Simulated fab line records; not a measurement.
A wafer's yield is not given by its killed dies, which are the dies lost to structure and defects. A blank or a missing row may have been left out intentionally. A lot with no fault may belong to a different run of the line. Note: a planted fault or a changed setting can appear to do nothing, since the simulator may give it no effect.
Which tool is to blame? -- flow rit-cmos -- at 1 step of a route of 202, 11 lots with 33 wafers sampled

== WHAT THE GAUGES READ, wafer by wafer ==
RIT_PSD_TW_MEAS_10.
lot,measured,on,PSD_TW
L706,day 3 06:11,film-metro-01,3412 3415 3421
L707,day 3 09:24,film-metro-01,3404 3387 3393
L708,day 3 13:06,film-metro-04,3456 3463 3454
L714,day 4 18:32,film-metro-01,3416 3418 3415
L717,day 5 10:53,film-metro-04,3477 3446 3490
L718,day 5 14:35,film-metro-02,3432 3455 3452
L720,day 6 00:06,film-metro-02,3444 3446 3437
L722,day 6 10:33,film-metro-04,3454 3459 3460
L724,day 6 19:14,film-metro-01,3383 3398 3400
L726,day 7 05:34,film-metro-02,3471 3458 3458
L728,day 7 15:53,film-metro-02,3432 3436 3440

== EACH LOT AND THE TOOL THAT RAN IT (in order: tool; ch and the chambers of the sampled wafers; start) ==
Before these readings, the record contains no process step.

== THE ANSWER, worked out from the rows above alone ==
Rule: what is usual is taken from the lots themselves. Put in order of their means at a reading, lots are off if they are a third of the lots or fewer, leave a main group of 4 or more, and stand apart from it by a gap of 3 or more times the standard deviation of the main group's means; of several such gaps the widest counts. A main group whose means are all the same, to the digits that the tables above print for the reading, isn't used. Also off: a lot with no number at a reading for which 4 or more lots have one. Where the step has rows for the other lots, those lots are counted as sound.
No lot is off on any of the readings shown, so nothing can be concluded from this.

== WHAT HAD BEEN PUT IN BY THE SIMULATOR ==
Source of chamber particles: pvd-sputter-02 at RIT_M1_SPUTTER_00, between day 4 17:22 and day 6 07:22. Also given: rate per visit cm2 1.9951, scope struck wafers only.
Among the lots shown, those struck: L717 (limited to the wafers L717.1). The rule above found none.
